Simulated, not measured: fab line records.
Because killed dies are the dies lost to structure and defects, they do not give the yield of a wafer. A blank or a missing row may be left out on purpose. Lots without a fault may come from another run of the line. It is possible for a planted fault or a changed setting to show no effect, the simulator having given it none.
Commonality check across tools :: flow berkeley-cmos170 :: Sampled: 14 lots, 42 wafers

## WHY THIS WAS OPENED
UCB170_ACTIVE_THK_MEAS_06, reading ACTIVE_NITRIDE_THK: flagged on 2 of 14 lots. Wafers without a fault read 220.1 nm, standard deviation 2.
Rule: a lot gets a flag if all its wafers with a number sit over 4 standard deviations from that mean, or if no wafer of it has a number. The rest of the lots are taken to be sound.

lot: L676
measured: day 5 18:14
on: film-metro-03
ACTIVE_NITRIDE_THK (nm), wafer by wafer: 217.6 217.9 216.4
flag: 

lot: L677
measured: day 6 05:32
on: film-metro-03
ACTIVE_NITRIDE_THK (nm), wafer by wafer: 222.8 220.5 221.0
flag: 

lot: L678
measured: day 6 05:34
on: film-metro-02
ACTIVE_NITRIDE_THK (nm), wafer by wafer: 219.0 219.5 219.8
flag: 

lot: L680
measured: day 6 13:59
on: film-metro-02
ACTIVE_NITRIDE_THK (nm), wafer by wafer: 222.0 219.8 220.2
flag: 

lot: L682
measured: day 6 14:04
on: film-metro-01
ACTIVE_NITRIDE_THK (nm), wafer by wafer: 221.0 222.6 222.1
flag: 

lot: L681
measured: day 6 14:04
on: film-metro-02
ACTIVE_NITRIDE_THK (nm), wafer by wafer: 218.6 218.1 219.2
flag: 

lot: L684
measured: day 7 16:05
on: film-metro-02
ACTIVE_NITRIDE_THK (nm), wafer by wafer: 221.5 221.3 222.5
flag: 

lot: L688
measured: day 7 16:07
on: film-metro-01
ACTIVE_NITRIDE_THK (nm), wafer by wafer: 221.1 217.9 219.6
flag: 

lot: L685
measured: day 7 16:08
on: film-metro-03
ACTIVE_NITRIDE_THK (nm), wafer by wafer: 219.5 219.8 220.9
flag: 

lot: L686
measured: day 7 16:08
on: film-metro-02
ACTIVE_NITRIDE_THK (nm), wafer by wafer: 219.9 220.1 220.8
flag: 

lot: L687
measured: day 7 16:11
on: film-metro-01
ACTIVE_NITRIDE_THK (nm), wafer by wafer: 218.7 218.0 220.0
flag: 

lot: L689
measured: day 7 18:10
on: film-metro-03
ACTIVE_NITRIDE_THK (nm), wafer by wafer: 437.4 437.8 437.9
flag: FLAGGED

lot: L690
measured: day 8 05:25
on: film-metro-03
ACTIVE_NITRIDE_THK (nm), wafer by wafer: 221.6 221.5 223.6
flag: 

lot: L693
measured: day 8 15:08
on: film-metro-03
ACTIVE_NITRIDE_THK (nm), wafer by wafer: 444.9 442.7 444.4
flag: FLAGGED
Flagged lots average 440.8 nm: +220.7 nm relative to the usual, that is +99 or more standard deviations.

## WHICH TOOL EACH LOT WENT THROUGH
The record keeps 1 process step preceding the reading, out of 331 steps on the route. Cell contents, in order: the tool; ch with the chambers the sampled wafers went through; the start.
lot: L676
flag: 
UCB170_ACTIVE_CVD_05: lpcvd-02 ch 1, day 5 16:19

lot: L677
flag: 
UCB170_ACTIVE_CVD_05: lpcvd-02 ch 0, day 6 03:38

lot: L678
flag: 
UCB170_ACTIVE_CVD_05: lpcvd-02 ch 1, day 6 03:38

lot: L680
flag: 
UCB170_ACTIVE_CVD_05: lpcvd-01 ch 1, day 6 12:05

lot: L682
flag: 
UCB170_ACTIVE_CVD_05: lpcvd-01 ch 1, day 6 12:05

lot: L681
flag: 
UCB170_ACTIVE_CVD_05: lpcvd-01 ch 0, day 6 12:05

lot: L684
flag: 
UCB170_ACTIVE_CVD_05: lpcvd-02 ch 0, day 7 14:09

lot: L688
flag: 
UCB170_ACTIVE_CVD_05: lpcvd-02 ch 1, day 7 14:09

lot: L685
flag: 
UCB170_ACTIVE_CVD_05: lpcvd-02 ch 1, day 7 14:09

lot: L686
flag: 
UCB170_ACTIVE_CVD_05: lpcvd-02 ch 1, day 7 14:09

lot: L687
flag: 
UCB170_ACTIVE_CVD_05: lpcvd-02 ch 1, day 7 14:09

lot: L689
flag: FLAGGED
UCB170_ACTIVE_CVD_05: lpcvd-02 ch 1, day 7 14:09 and lpcvd-01 ch 1, day 7 16:14

lot: L690
flag: 
UCB170_ACTIVE_CVD_05: lpcvd-01 ch 0, day 8 03:30

lot: L693
flag: FLAGGED
UCB170_ACTIVE_CVD_05: lpcvd-01 ch 0, day 8 09:45 and lpcvd-02 ch 0, day 8 13:11
These steps, and what they do:
- UCB170_ACTIVE_CVD_05: deposits Si3N4 from SiH2Cl2/NH3, target thk 220 nm, time 3300 s.
- UCB170_ACTIVE_THK_MEAS_06

## FLAGGED OVER TOTAL, TOOL BY TOOL (the gauges that took the reading come last)
step: UCB170_ACTIVE_CVD_05
tool: lpcvd-01
lots run: 6
flagged: 2
share of the flagged lots: all
sound lots run after its first flagged lot: 1 (L690)

step: UCB170_ACTIVE_CVD_05
tool: lpcvd-02
lots run: 10
flagged: 2
share of the flagged lots: all
sound lots run after its first flagged lot: 0

step: UCB170_ACTIVE_THK_MEAS_06
tool: film-metro-01
lots run: 3
flagged: 0
share of the flagged lots: none
sound lots run after its first flagged lot: -

step: UCB170_ACTIVE_THK_MEAS_06
tool: film-metro-02
lots run: 5
flagged: 0
share of the flagged lots: none
sound lots run after its first flagged lot: -

step: UCB170_ACTIVE_THK_MEAS_06
tool: film-metro-03
lots run: 6
flagged: 2
share of the flagged lots: all
sound lots run after its first flagged lot: 1 (L690)

## WHAT IS ALLOWED BY THE TABLE
Every flagged lot was run by 3 rows of the table: lpcvd-01 at UCB170_ACTIVE_CVD_05, lpcvd-02 at UCB170_ACTIVE_CVD_05 and film-metro-03 at UCB170_ACTIVE_THK_MEAS_06.
- lpcvd-01 at UCB170_ACTIVE_CVD_05: 2 of its 6 lots flagged. Sound lots ran on it after the first flagged one (L690), which a lasting fault on the whole tool wouldn't allow.
- lpcvd-02 at UCB170_ACTIVE_CVD_05: 2 of its 10 lots flagged. Last sound lot L684 at day 7 14:09, first flagged lot L689 at day 7 14:09; a fault beginning in between fits.
- film-metro-03 at UCB170_ACTIVE_THK_MEAS_06: 2 of its 6 lots flagged. Sound lots ran on it after the first flagged one (L690), which a lasting fault on the whole tool wouldn't allow.
What remains is a single tool, lpcvd-02 at UCB170_ACTIVE_CVD_05.

## WHAT THE SIMULATOR HAD PUT IN
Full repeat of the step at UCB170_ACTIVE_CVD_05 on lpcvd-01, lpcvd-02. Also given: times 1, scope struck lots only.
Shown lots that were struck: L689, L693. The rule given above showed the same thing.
